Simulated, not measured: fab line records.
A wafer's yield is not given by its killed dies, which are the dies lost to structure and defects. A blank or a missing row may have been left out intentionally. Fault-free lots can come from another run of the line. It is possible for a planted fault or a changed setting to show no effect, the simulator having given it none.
Which tool is to blame? ; flow berkeley_cmos170 ; 7 lots with 21 wafers sampled at 2 steps, on a route of 331 steps

## WHAT EACH GAUGE READ, for each wafer
UCB170_SDANNEAL_RS_MEAS_02: uses a four-point probe to measure.
lot;measured;on;PSD_RS (ohm/sq)
L337;day 6 17:34;film_metro-01;75.4 75.3 75.6
L339;day 7 05:13;film_metro-04;76.1 76.2 75.9
L342;day 8 00:15;film_metro-03;75.1 74.8 74.9
L345;day 9 05:39;film_metro-03;75.8 76.0 75.7
L350;day 9 16:37;film_metro-04;74.9 75.0 75.3
L353;day 10 03:32;film_metro-01;66.1 65.8 65.8
L358;day 11 12:09;film_metro-01;75.8 75.8 75.5

## TOOL THAT RAN EACH LOT (tool first, then ch and the chambers of the sampled wafers, then the start)
lot;UCB170_SDANNEAL_RTA_01
L337;rtp_anneal-01 ch 0, day 6 17:29
L339;rtp_anneal-01 ch 0, day 7 05:09
L342;rtp_anneal-02 ch 0, day 8 00:11
L345;rtp_anneal-02 ch 0, day 9 05:35
L350;rtp_anneal-02 ch 0, day 9 16:34
L353;rtp_anneal-02 ch 0, day 10 03:29
L358;rtp_anneal-01 ch 0, day 11 12:02
- UCB170_SDANNEAL_RTA_01: time 5 s.

## THE ANSWER, worked out from the rows above alone
Rule: the lots themselves supply what counts as usual. Put in order of their means at a reading, lots are off if they are a third of the lots or fewer, leave a main group of 4 or more, and stand apart from it by a gap of 3 or more times the standard deviation of the main group's means; of several such gaps the widest counts. If all means in a main group match to the digits the tables above print for the reading, that group is not used. A lot without any number at a reading at which 4 lots or more have one is off too. Any other lot the step has rows for is counted as sound.
Off: L353, seen at UCB170_SDANNEAL_RS_MEAS_02 (PSD_RS). The main group has a mean of 75.5 ohm/sq with a standard deviation of 0.41.
A tool fits if, at a process step before that reading, it ran every lot that is off, and no sound lot after the first of them. Those tools and the gauges at UCB170_SDANNEAL_RS_MEAS_02 are tried in the same way. One fits: rtp_anneal-02 at UCB170_SDANNEAL_RTA_01. A fault onset in the window from L350 (day 9 16:34, its last sound lot) to L353 (day 10 03:29, its first lot off) fits.

## WHAT WAS PUT IN BY THE SIMULATOR
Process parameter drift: rtp_anneal-02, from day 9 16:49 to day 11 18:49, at UCB170_SDANNEAL_RTA_01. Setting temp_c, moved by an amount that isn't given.
Lots struck among those shown: L353. The rule above found the same.
